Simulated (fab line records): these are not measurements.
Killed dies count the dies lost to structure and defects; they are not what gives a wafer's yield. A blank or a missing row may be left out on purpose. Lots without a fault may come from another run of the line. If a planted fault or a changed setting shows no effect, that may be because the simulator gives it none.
Which tool did it? -- flow rit_cmos -- route of 202 steps, sampled at 1 step: 14 lots, 42 wafers

== WHAT EACH GAUGE READ, for each wafer ==
Not one reading of a measure or inspect step in the record can be checked against a usual standard deviation.

== WHAT TOOL EACH LOT RAN ON (gives the tool, then ch and the chambers of the sampled wafers, and finally the start) ==
lot,RIT_NWELL_SOFTBAKE_02
L378,"litho_track-01 ch 0, day 1 20:48"
L379,"litho_track-03 ch 0, day 2 00:50"
L380,"litho_track-04 ch 0, day 2 05:34"
L381,"litho_track-01 ch 0, day 2 12:10"
L383,"litho_track-01 ch 0, day 2 22:34"
L384,"litho_track-03 ch 0, day 3 02:16"
L385,"litho_track-03 ch 0, day 3 07:26"
L387,"litho_track-03 ch 0, day 3 16:48"
L388,"litho_track-03 ch 0, day 3 23:07"
L389,"litho_track-04 ch 0, day 4 02:37"
L397,"litho_track-01 ch 0, day 5 20:17"
L398,"litho_track-04 ch 0, day 6 01:21"
L399,"litho_track-04 ch 0, day 6 05:59"
L401,"litho_track-04 ch 0, day 6 14:45"
- RIT_NWELL_SOFTBAKE_02: time 60 s.

== AS READ BY THE TOOLS THEMSELVES (means over the sampled wafers that have a number; for cases with no such wafer, the mark the record gives instead) ==
RIT_NWELL_SOFTBAKE_02.
lot,tool,heater_power_total_W (W),run_length_s (s)
L378,litho_track-01,34.57,89.01
L379,litho_track-03,34.54,88.90
L380,litho_track-04,34.56,89.01
L381,litho_track-01,34.53,88.99
L383,litho_track-01,34.53,88.96
L384,litho_track-03,34.52,88.86
L385,litho_track-03,34.60,88.80
L387,litho_track-03,34.56,129.46
L388,litho_track-03,34.54,129.40
L389,litho_track-04,34.52,89.02
L397,litho_track-01,34.58,88.99
L398,litho_track-04,34.57,89.13
L399,litho_track-04,34.55,89.12
L401,litho_track-04,34.56,89.00

== THE ANSWER, worked out from the rows above alone ==
Rule: the usual values come from the lots themselves. The widest of any qualifying gaps counts: lots, ordered by their means at a reading, are off when they make up no more than a third of the lots, leave a main group of 4 or more, and stand apart from it by 3 or more times the standard deviation of that group's means. If all means in a main group match to the digits the tables above print for the reading, that group is not used. A lot without any number at a reading at which 4 lots or more have one is off too. All remaining lots with rows at the step are treated as sound. The gauges are gone through in route order, then the tools' own readings, and for those a lot's mean is taken as printed above. At the first step where some lot is off, the reading lying furthest off is the one used; lots without a number count as furthest.
Off: L387, L388 (RIT_NWELL_SOFTBAKE_02, run_length_s). The main group has a mean of 88.98 s with a standard deviation of 0.091.
A tool fits if, at that step or a process step before it, it ran every lot that is off, and no sound lot after the first of them. One fits: RIT_NWELL_SOFTBAKE_02 on litho_track-03. A fault onset in the window from L385 (day 3 07:26, its last sound lot) to L387 (day 3 16:48, its first lot off) fits.
On the lots that are off, the tool's own readings at RIT_NWELL_SOFTBAKE_02 differ by more than 5 times the standard deviation of the sound lots' means, which bears it out; run_length_s reads 129.43 s there versus 88.98 s on the sound lots.

== WHAT HAD BEEN PUT IN BY THE SIMULATOR ==
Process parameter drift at RIT_NWELL_SOFTBAKE_02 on litho_track-03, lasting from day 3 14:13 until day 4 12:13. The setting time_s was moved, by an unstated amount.
Struck lots among those shown: L387, L388. This agrees with what the rule above found.
